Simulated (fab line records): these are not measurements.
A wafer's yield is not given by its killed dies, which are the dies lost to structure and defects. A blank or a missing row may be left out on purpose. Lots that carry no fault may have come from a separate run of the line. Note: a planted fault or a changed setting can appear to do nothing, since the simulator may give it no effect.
Which tool did it? | flow rit_cmos | Sampling: 13 lots, 39 wafers, 2 of 202 route steps

## WHAT THE GAUGES READ, wafer by wafer
RIT_ACTIVE_CD_MEAS_90: the cd target is 1400 nm.
lot  | measured    | on        | cd_nm (nm)
L202 | day 1 15:51 | cd_sem-01 | 1401.9 1404.2 1402.3
L205 | day 2 06:14 | cd_sem-02 | 1396.6 1397.9 1396.1
L207 | day 2 16:14 | cd_sem-01 | 1401.3 1402.4 1398.3
L209 | day 3 02:13 | cd_sem-01 | 1403.1 1404.0 1403.7
L210 | day 3 07:02 | cd_sem-01 | 1401.0 1400.6 1400.4
L212 | day 3 17:29 | cd_sem-01 | 1399.8 1400.3 1400.8
L213 | day 4 01:37 | cd_sem-01 | 1403.0 1402.2 1402.9
L215 | day 4 08:01 | cd_sem-02 | 1401.7 1404.8 1404.3
L217 | day 4 18:01 | cd_sem-02 | 1399.1 1398.6 1399.7
L219 | day 5 04:07 | cd_sem-02 | 1396.1 1398.9 1398.4
L220 | day 5 10:27 | cd_sem-02 | 1398.3 1398.8 1399.7
L223 | day 6 00:24 | cd_sem-02 | 1397.1 1400.8 1398.9
L224 | day 6 07:55 | cd_sem-02 | 1400.4 1398.5 1399.0

## WHICH TOOL RAN EACH LOT (tool, then ch and the chambers of the sampled wafers, then the start)
lot  | RIT_ACTIVE_ETCH_13
L202 | rie_diel-02 ch 1,2,3, day 1 15:32
L205 | rie_diel-01 ch 0,1, day 2 05:53
L207 | rie_diel-01 ch 2,3, day 2 15:56
L209 | rie_diel-01 ch 0,2, day 3 01:55
L210 | rie_diel-01 ch 0,2, day 3 06:43
L212 | rie_diel-03 ch 1,2, day 3 17:11
L213 | rie_diel-03 ch 0,1,2, day 4 01:17
L215 | rie_diel-03 ch 1,2, day 4 07:43
L217 | rie_diel-01 ch 0,1,3, day 4 17:43
L219 | rie_diel-01 ch 0,1, day 5 03:47
L220 | rie_diel-02 ch 0,1, day 5 10:06
L223 | rie_diel-01 ch 0,2,3, day 6 00:05
L224 | rie_diel-03 ch 1,2,3, day 6 07:36
- RIT_ACTIVE_ETCH_13: etches Si3N4 in SF6, stops on SiO2, time 210 s, target depth 210 nm.

## WHAT THE TOOLS THEMSELVES READ (means of the sampled wafers that have a number; where no wafer has one, the mark that the record gives instead)
RIT_ACTIVE_ETCH_13.
lot  | tool        | drypump_motor_current_A (A) | oes_product_au (a.u.) | throttle_valve_pct (%)
L202 | rie_diel-02 | 5.7                         | 0.821                 | 7.49
L205 | rie_diel-01 | 5.7                         | 0.824                 | 7.48
L207 | rie_diel-01 | 5.9                         | 0.817                 | 7.55
L209 | rie_diel-01 | 5.7                         | 0.813                 | 7.58
L210 | rie_diel-01 | 5.7                         | 0.824                 | 7.57
L212 | rie_diel-03 | 5.8                         | 0.823                 | 7.47
L213 | rie_diel-03 | 5.8                         | 0.821                 | 7.49
L215 | rie_diel-03 | 5.9                         | 0.827                 | 7.47
L217 | rie_diel-01 | 5.7                         | 0.823                 | 7.48
L219 | rie_diel-01 | 5.7                         | 0.829                 | 7.47
L220 | rie_diel-02 | 5.6                         | 0.834                 | 7.55
L223 | rie_diel-01 | 5.7                         | 0.784                 | 7.53
L224 | rie_diel-03 | 6.0                         | 0.824                 | 7.44

## THE ANSWER, worked out from the rows above alone
Rule: the lots themselves supply what counts as usual. The widest of any qualifying gaps counts: lots, ordered by their means at a reading, are off when they make up no more than a third of the lots, leave a main group of 4 or more, and stand apart from it by 3 or more times the standard deviation of that group's means. If all means in a main group match to the digits the tables above print for the reading, that group is not used. A lot without any number at a reading at which 4 lots or more have one is off too. The other lots that the step has rows for count as sound. First the gauges in route order, then the tools' own readings, where a lot's mean is used as printed above. At the first step where some lot is off, the reading lying furthest off is the one used; lots without a number count as furthest.
Off: L223 (RIT_ACTIVE_ETCH_13, oes_product_au). Main group: mean 0.823 a.u., sd 0.0052.
A tool fits if, at that step or a process step before it, it ran every lot that is off, and no sound lot after the first of them. One candidate fits, namely rie_diel-01 at RIT_ACTIVE_ETCH_13. A fault onset in the window from L219 (day 5 03:47, its last sound lot) to L223 (day 6 00:05, its first lot off) fits.
On the lots that are off, the tool's own readings at RIT_ACTIVE_ETCH_13 differ by more than 5 times the standard deviation of the sound lots' means, which bears it out; oes_product_au reads 0.784 a.u. there versus 0.823 a.u. on the sound lots.

## WHAT THE SIMULATOR PUT IN
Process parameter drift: rie_diel-01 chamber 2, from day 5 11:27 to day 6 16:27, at RIT_ACTIVE_ETCH_13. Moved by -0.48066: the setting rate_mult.
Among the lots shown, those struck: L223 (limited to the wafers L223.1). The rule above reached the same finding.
